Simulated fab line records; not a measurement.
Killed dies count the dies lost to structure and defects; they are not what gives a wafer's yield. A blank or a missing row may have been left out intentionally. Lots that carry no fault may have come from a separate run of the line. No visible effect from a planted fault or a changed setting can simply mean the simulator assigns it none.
A lot that was struck, set against a sound lot    flow ritCmos    6 out of 202 route steps
Sound: wafers L127.1, L127.2, L127.3. Struck: wafers L135.1, L135.5, L135.6. The cause is given at the end.
Per side, at each step with rows, come the tool, then ch with its chambers, and then its first start. Under that, the readings that differ: sound wafers    struck wafers    difference of the means    sigmas: that difference in standard deviations of wafers without a fault.
alike: readings whose means differ by less than 2 such deviations, and words and numbers that are the same on both sides. not compared: withheld readings, readings that some wafer has no value for, bounds like >300 that may hide the same value, and numbers for which the record gives no deviation and whose values overlap.
Wherever a step has rows on one side only, a row that says differs or no value, or a row with sigmas, the two part there. Non-overlapping numbers with no deviation appear without sigmas and do not part them. A reading missing from all wafers of one side parts the sides only when that side holds two or more wafers.

RIT_ACTIVE_BOW_MEAS_00:
  sound on filmMetro-02 at day 2 01:00; struck on filmMetro-02 at day 3 17:00
  alike: INCOMING_BOW
then, 1 step without rows for these wafers: RIT_ACTIVE_OXIDATION_01 (target thk 46.8 nm, ox time 3360 s).
RIT_ACTIVE_THK_MEAS_02:
  sound on filmMetro-01 at day 2 03:03; struck on filmMetro-02 at day 3 19:31
reading                sound           struck          difference  sigmas
ACTIVE_OXIDE_THK (nm)  45.4 46.9 46.3  49.3 49.3 48.1  +2.7        +2
RIT_ACTIVE_CVD_03: deposits Si3N4 from SiH2Cl2/NH3, target thk 150 nm, time 1500 s.
  sound on lpcvd-02 ch 0, day 2 03:07; struck on lpcvd-02 ch 0, day 3 19:35
reading                                  sound              struck             difference  sigmas
model.Si3N4_of_ACTIVE_CVD_03.thkNm (nm)  147.3 148.5 148.4  235.6 236.3 234.4  +87.4       
  alike: spikeTcCentreC, spikeTcLoadC, zonePowerLoadPct, zonePowerSourcePct
RIT_ACTIVE_THK_MEAS_04:
  sound on filmMetro-03 at day 2 04:32; struck on filmMetro-02 at day 3 21:13
reading                  sound              struck             difference  sigmas
ACTIVE_NITRIDE_THK (nm)  147.2 148.4 148.5  235.7 236.5 234.5  +87.5       +63
  not compared: hold
RIT_M1_PROBE_99:
  the record holds rows for the sound wafers here (prober-01, day 4 02:08) but none for the struck ones

== WHERE THEY PART ==
First at RIT_ACTIVE_THK_MEAS_02; last, within this record, at RIT_M1_PROBE_99.

WHY: the cause the simulator had injected
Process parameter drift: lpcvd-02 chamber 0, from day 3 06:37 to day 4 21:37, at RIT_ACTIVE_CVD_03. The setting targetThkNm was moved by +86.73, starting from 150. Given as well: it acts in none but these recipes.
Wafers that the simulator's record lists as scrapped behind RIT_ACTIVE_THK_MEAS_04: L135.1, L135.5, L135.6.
